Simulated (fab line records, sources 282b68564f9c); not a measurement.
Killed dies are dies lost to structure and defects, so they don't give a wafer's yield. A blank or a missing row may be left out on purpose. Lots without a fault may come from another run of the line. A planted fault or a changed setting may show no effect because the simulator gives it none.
A struck lot beside a sound one | flow rit_cmos | 12 steps out of a route of 202
Sound: wafers L878.1, L878.4, L878.6. Struck: wafers L875.2, L875.3, L875.6. The cause comes at the end.
At each step with rows: each side's tool, then ch and its chambers, then its first start. Under that, the readings that differ: sound wafers | struck wafers | difference of the means | sigmas: that difference in standard deviations of wafers without a fault.
alike: readings whose means differ by less than 2 such deviations, and words and numbers that are the same on both sides. not compared: withheld readings, readings that some wafer has no value for, bounds like >300 that may hide the same value, and numbers for which the record gives no deviation and whose values overlap.
The two part at a step that has a row with sigmas, a row that says differs or no value, or rows on one side only. Numbers that don't overlap but have no deviation are shown without sigmas and don't part them. A reading that every wafer of one side lacks parts them only if that side has two wafers or more.

RIT_ACTIVE_BOW_MEAS_00:
  sound on film_metro-01, day 5 04:00; struck on film_metro-01, day 4 13:01
  alike: INCOMING_BOW
then, 1 step without rows for these wafers: RIT_ACTIVE_OXIDATION_01 (target thk 46.8 nm, ox time 3360 s).
RIT_ACTIVE_THK_MEAS_02:
  sound on film_metro-04, day 5 07:19; struck on film_metro-01, day 4 15:44
  alike: ACTIVE_OXIDE_THK
then, 1 step without rows for these wafers: RIT_ACTIVE_CVD_03 (deposits Si3N4 from SiH2Cl2/NH3, target thk 150 nm, time 1500 s).
RIT_ACTIVE_THK_MEAS_04:
  sound on film_metro-01, day 5 10:33; struck on film_metro-04, day 4 17:55
  alike: ACTIVE_NITRIDE_THK
then, 5 steps without rows for these wafers: RIT_ACTIVE_HMDS_05 (prime time 58.85 s); RIT_ACTIVE_COAT_06 (resist thk 1000 nm); RIT_ACTIVE_SOFTBAKE_07 (time 60 s); RIT_ACTIVE_EXPOSE_08 (exposes mask M1, target cd 1400 nm); RIT_ACTIVE_PEB_09.
RIT_ACTIVE_DEVELOP_10: develop time 50 s.
  sound on litho_track-02 ch 0, day 5 11:00; struck on litho_track-02, day 4 18:00
  no value came back on the struck wafers for chill_plate_temp_C (C), develop_time_s (s); on the sound wafers chill_plate_temp_C (C) reads 23.09 22.91 23.12
RIT_ACTIVE_CD_MEAS_11: target cd 1400 nm.
  sound on cd_sem-01, day 5 11:28; struck on cd_sem-02, day 4 18:53
  reading    | sound                | struck | difference                    | sigmas
  cd_nm (nm) | 1396.5 1395.8 1397.7 | - - -  | no value on the struck wafers |

WHERE THEY PART
First at RIT_ACTIVE_DEVELOP_10; last, within this record, at RIT_ACTIVE_CD_MEAS_11.

WHY: what the simulator had put in
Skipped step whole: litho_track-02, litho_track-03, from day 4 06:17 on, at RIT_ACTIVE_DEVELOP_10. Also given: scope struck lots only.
